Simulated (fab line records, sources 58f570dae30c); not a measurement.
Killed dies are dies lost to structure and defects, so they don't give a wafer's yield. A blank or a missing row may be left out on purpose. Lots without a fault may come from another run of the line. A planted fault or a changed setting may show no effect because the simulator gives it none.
fab line records | flow berkeley_cmos170
record lots=6 wafers=18 last_day=13
route steps=331 shown PVT@115 GATE@125 FIELD@126 M3@331
lots that met no fault: from a run of the same line without faults
start_h: hours from the record's first day to the start of the lot's first wafer shown | wait_h: hours since the lot's step before | " the same as in the row above | L1.1+2: a row that stands for several wafers | - no value, or no start given | * or withheld: withheld | < > ~ a bound
route shown NAME@n: a module of which the file shows steps, and the number in the route of the first | usual: mean/standard deviation of fault-free wafers | same: alike in all rows | chamber/n: place in a boat | sites: the reading at each site | _std_site: their standard deviation | _edge_site: outer sites' mean less inner sites' | radius_mm: how far each site lies from the wafer's centre | mask NAME#n: copy n | behind: the tool/chamber that last shaped the wafer | hold: why the lot was held/for how many hours/how that ended | device: the transistor (n, p or np) that didn't switch | end of line: the same wafers' tests at the end of the route | a step without rows: its recipe alone | killed: dies lost to structure and defects at the first sort, not the wafer's yield | map: a wafer's dies, x killed, . not, _ none there
set.NAME: the setting as run; set.NAME@STEP: as run at that earlier step | model.NAME: the simulator's own value behind a step, which no gauge read
lots at some steps of the route; a table a step, a row a wafer
services: from which hour (start_h, from the record's first day; less than 0 if before it) a tool's chamber was out of use, for how many hours, and why
## steps
# step UCB170_PVT_HMDS_00
# recipe prime_time_s=60 prime_temp_c=100
# step UCB170_PVT_COAT_01
# recipe resist=KrF spin_rpm=1500 resist_thk_nm=900
# step UCB170_PVT_SOFTBAKE_02
# recipe resist=KrF temp_c=130 time_s=60
# step UCB170_PVT_EXPOSE_03
# recipe mask_id=NWELL target_cd_nm=3000 na=0.5 sigma_outer=0.6 source_shape=conventional dose_mj=30
# step UCB170_PVT_PEB_04
# recipe peb_temp_c=130 peb_time_s=withheld resist=KrF
# step UCB170_PVT_DEVELOP_05
# recipe developer=TMAH develop_time_s=45 resist=KrF dev_temp_c=21
# step UCB170_PVT_OVL_MEAS_06
# usual PVT_OVL=0/5.1
# columns lot.wafer tool chamber start_h wait_h PVT_OVL[nm]
L423.1 overlay-02 - 138.55 - -8
L423.4 " - " " 3
L423.5 " - " " 1
L436.2 overlay-02 - 208.05 - -2
L436.3 " - " " -6
L436.6 " - " " -1
L437.1 overlay-01 - 208.32 - 0
L437.2 " - " " -1
L437.6 " - " " -3
L442.1 overlay-02 - 233.53 - 3
L442.2 " - " " 10
L442.4 " - " " 5
L443.2 overlay-01 - 233.72 - -6
L443.3 " - " " -2
L443.6 " - " " 2
L444.2 overlay-02 - 248.00 - -1
L444.5 " - " " -4
L444.6 " - " " 1
# step UCB170_PVT_IMPLANT_07
# recipe species=P dose_cm2=2e+12 energy_kev=30 tilt_deg=7
# step UCB170_PVT_STRIP_08
# recipe chemistry=O2 power_w=400 pressure_mtorr=3500 platen_temp_c=withheld o2_flow_sccm=400 overash_fraction=0.5
# usual drypump_motor_current_A=5.69/0.22 oes_product_au=0.734/0.0046 strip_time_to_endpoint_s=21.64/0.059
# columns lot.wafer tool chamber start_h wait_h drypump_motor_current_A oes_product_au rf_hours_counter_h strip_time_to_endpoint_s
L423.1 plasma_asher-03 1 138.74 0.1 5.55 0.735 3 21.65
L423.4 " 0 " " 5.78 0.725 - 21.68
L423.5 " 1 " " 5.52 0.736 - 21.67
L436.2 plasma_asher-04 1 208.23 0.1 5.33 0.728 50 21.67
L436.3 " 1 " " 5.35 0.734 - 21.71
L436.6 " 1 " " 5.33 0.731 - 21.72
L437.1 plasma_asher-03 0 208.51 0.1 5.81 0.739 13 21.59
L437.2 " 1 " " 5.52 0.731 13 21.56
L437.6 " 1 " " 5.52 0.738 - 21.50
L442.1 plasma_asher-04 1 233.71 0.1 5.34 0.733 53 21.59
L442.2 " 0 " " 5.74 0.736 53 21.52
L442.4 " 0 " " 5.75 0.729 - 21.59
L443.2 plasma_asher-02 1 233.90 0.1 6.16 0.728 41 21.60
L443.3 " 0 " " 5.67 0.732 - 21.58
L443.6 " 1 " " 6.18 0.733 - 21.58
L444.2 plasma_asher-03 1 248.18 0.1 5.54 0.730 17 21.66
L444.5 " 0 " " 5.82 0.733 - 21.64
L444.6 " 1 " " 5.54 0.730 - 21.60
# step UCB170_PVT_TW_MEAS_09
# usual PVT_TW=506/3.1
# columns lot.wafer tool chamber start_h wait_h PVT_TW
L423.1 film_metro-03 - 138.84 0.1 503
L423.4 " - " " 502
L423.5 " - " " 500
L436.2 film_metro-02 - 208.34 0.1 511
L436.3 " - " " 513
L436.6 " - " " 511
L437.1 film_metro-04 - 208.61 0.1 510
L437.2 " - " " 514
L437.6 " - " " 510
L442.1 film_metro-02 - 233.81 0.1 504
L442.2 " - " " 509
L442.4 " - " " 506
L443.2 film_metro-03 - 234.01 0.1 503
L443.3 " - " " 503
L443.6 " - " " 499
L444.2 film_metro-03 - 248.29 0.1 505
L444.5 " - " " 503
L444.6 " - " " 504
# step UCB170_GATE_WET_ETCH_00
# recipe chemistry=dHF dilution=25:1 target=SiO2 temp_c=25 time_s=200
# step UCB170_FIELD_THK_MEAS_91
# recipe reads=SiO2_of_FIELD_OXIDATION_01
# usual FIELD_OXIDE_LEFT_2_THK=353/9.1
# columns lot.wafer tool chamber start_h wait_h FIELD_OXIDE_LEFT_2_THK[nm]
L423.1 film_metro-03 - 138.99 0.0 355
L423.4 " - " " 352
L423.5 " - " " 356
L436.2 film_metro-03 - 208.47 0.0 357
L436.3 " - " " 347
L436.6 " - " " 353
L437.1 film_metro-02 - 208.73 0.0 353
L437.2 " - " " 351
L437.6 " - " " 350
L442.1 film_metro-04 - 233.94 0.0 348
L442.2 " - " " 344
L442.4 " - " " 346
L443.2 film_metro-02 - 234.14 0.0 370
L443.3 " - " " 359
L443.6 " - " " 350
L444.2 film_metro-04 - 248.52 0.0 340
L444.5 " - " " 345
L444.6 " - " " 346
# step UCB170_GATE_OXIDATION_01
# recipe temp_c=850 ambient=O2 target_thk_a=66 ox_time_s=1800
# columns lot.wafer tool chamber start_h wait_h
L423.1+4+5 furnace-01 0 143.25 4.2
L442.1+2+4 furnace-04 0 238.01 4.1
L443.2+3+6 furnace-04 0 238.01 3.9
L436.2+3+6 furnace-01 0 244.43 36.0
L437.1+2+6 furnace-01 0 244.43 35.7
L444.2+5+6 furnace-02 0 250.94 2.4
# step UCB170_GATE_THK_MEAS_02
# recipe reads=SiO2_of_GATE_OXIDATION_01
# usual GATE_OXIDE_THK=6.64/0.12
# columns lot.wafer tool chamber start_h wait_h GATE_OXIDE_THK[nm]
L423.1 film_metro-03 - 144.75 0.0 6.60
L423.4 " - " " 6.46
L423.5 " - " " 6.56
L442.1 film_metro-01 - 239.51 0.0 6.62
L442.2 " - " " 6.76
L442.4 " - " " 6.75
L443.2 film_metro-03 - 239.52 0.0 6.71
L443.3 " - " " 6.79
L443.6 " - " " 6.73
L437.1 film_metro-02 - 245.93 0.0 6.52
L437.2 " - " " 6.56
L437.6 " - " " 6.63
L436.2 film_metro-03 - 245.94 0.0 6.68
L436.3 " - " " 6.58
L436.6 " - " " 6.69
L444.2 film_metro-02 - 252.45 0.0 6.81
L444.5 " - " " 6.79
L444.6 " - " " 6.85
# step UCB170_M3_PROBE_99
# columns lot.wafer tool chamber start_h wait_h model.etest.nmos_0p35.gate_bv_v model.etest.pmos_0p35.gate_bv_v model.etest.nmos_0p35.bv_v model.etest.nmos_0p6.bv_v model.etest.pmos_0p6.bv_v model.etest.pmos_0p35.bv_v
L423.1 prober-01 - 195.33 0.1 8.772 9.093 8.492 8.506 8.388 8.382
L423.4 prober-01 - 195.48 0.2 8.632 8.88 8.444 8.489 8.318 8.311
L423.5 prober-01 - 195.53 0.2 8.727 9.057 8.488 8.534 8.323 8.32
L442.1 prober-02 - 290.91 0.1 8.801 9.101 8.527 8.546 8.409 8.304
L442.2 prober-02 - 290.96 0.1 8.881 9.073 8.558 8.564 8.387 8.404
L442.4 prober-02 - 291.06 0.2 8.776 9.087 8.511 8.495 8.37 8.29
L443.2 prober-01 - 291.26 0.1 8.8 9.178 8.539 8.505 8.37 8.335
L443.3 prober-01 - 291.31 0.2 8.874 9.224 8.591 8.563 8.421 8.304
L443.6 prober-01 - 291.46 0.2 8.878 9.186 8.559 8.581 8.42 8.325
L437.1 prober-02 - 293.61 0.1 8.193 8.533 8.343 8.323 8.272 8.207
L437.2 prober-02 - 293.66 0.1 8.245 8.502 8.367 8.377 8.251 8.22
L437.6 prober-02 - 293.86 0.2 8.303 8.578 8.405 8.397 8.296 8.256
L436.2 prober-02 - 296.65 0.1 8.434 8.688 8.457 8.427 8.279 8.256
L444.2 prober-01 - 300.36 0.1 8.892 9.238 8.592 8.613 8.422 8.368
L444.5 prober-01 - 300.51 0.2 8.968 9.269 8.606 8.552 8.454 8.395
L444.6 prober-01 - 300.56 0.2 9.063 9.345 8.6 8.668 8.427 8.402
# killed by level:class
L423.1 FIELD:geometric_particle:short=1 GATE:geometric_particle:open=1 SPACER:geometric_particle:short=1
L423.4 SILICIDE:geometric_particle:open=1 M1:geometric_particle:short=1 V1:geometric_particle:open=1 V2:geometric_particle:short=1 M3:geometric_particle:open=1
L423.5 SCREENOX:geometric_particle:open=1 GATE:geometric_particle:open=1 SILICIDE:geometric_particle:open=1 V2:geometric_particle:short=1
L442.1 SACOX:geometric_particle:short=1 SILICIDE:geometric_particle:open=1
L442.2 SPACER:geometric_particle:open=1
L442.4 GATE:geometric_particle:open=1 SILICIDE:geometric_particle:short=1
L443.2 V1:geometric_particle:short=2
L443.3 GATE:geometric_particle:short=2 ACTIVE:area_etch=2 START:geometric_particle:short=1 SCREENOX:geometric_particle:open=1 SILICIDE:geometric_particle:short=1
L443.6 ACTIVE:area_etch=3 PWELL:geometric_particle:open=1 FIELD:geometric_particle:open=1 GATE:geometric_particle:open=1 GATE:geometric_particle:short=1 SPACER:geometric_particle:short=1 V2:geometric_particle:open=1 M3:geometric_particle:open=1
L437.1 V1:geometric_particle:open=1 M2:geometric_particle:short=1 V2:geometric_particle:open=1
L437.2 FIELD:geometric_particle:open=1 SPACER:geometric_particle:open=1 M1:geometric_particle:short=1
L437.6 SPACER:geometric_particle:short=2 M2:geometric_particle:short=2 GATE:geometric_particle:open=1 NWELL:area_etch=1 ACTIVE:area_etch=1
L444.2 ACTIVE:area_etch=1
L444.5 GATE:geometric_particle:short=1 GATE:geometric_particle:open=1 M3:geometric_particle:short=1
L444.6 SILICIDE:geometric_particle:open=1 ACTIVE:area_etch=1
## services
# columns tool chamber start_h hours kind
plasma_asher-03 0 117.75 - clean
plasma_asher-03 1 117.75 - clean
plasma_asher-02 - 139.06 15.6 pm
furnace-02 - 143.53 4.3 pm
plasma_asher-02 - 159.45 5.5 repair
plasma_asher-02 - 171.19 3.6 repair
plasma_asher-02 - 188.19 11.2 repair
plasma_asher-04 - 195.63 3.0 repair
furnace-04 - 225.47 2.9 pm
plasma_asher-03 - 244.28 0.7 repair
## key
first_sign step=UCB170_GATE_OXIDATION_01 reading=wait_h direction=changed
effect none on later readings
model_effect step=UCB170_M3_PROBE_99 value=etest.nmos_0p35.gate_bv_v without=8.713 struck=8.294
met_at UCB170_GATE_OXIDATION_01
struck_wafers L436.2,L436.3,L436.6,L437.1,L437.2,L437.6
sort_left_out L436.2,L436.3,L436.6
tester_left_out L436,L437
fault kind=queue_time_violation tool=furnace-01,furnace-02,furnace-04 chamber=0 onset_h=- steps=UCB170_GATE_OXIDATION_01 delay_hr=30 scope=struck_lots_only
# tester_left_out: of these lots the tester's yield and bins aren't shown, on N5 and GAA mostly nor the transistor test; their killed dies are dies lost to structure and defects alone, not to doping, threshold or leakage, so they don't give the yield
# sort_left_out: the simulated sort isn't trusted on such a fault, so these wafers' sort isn't shown, and their yield isn't known
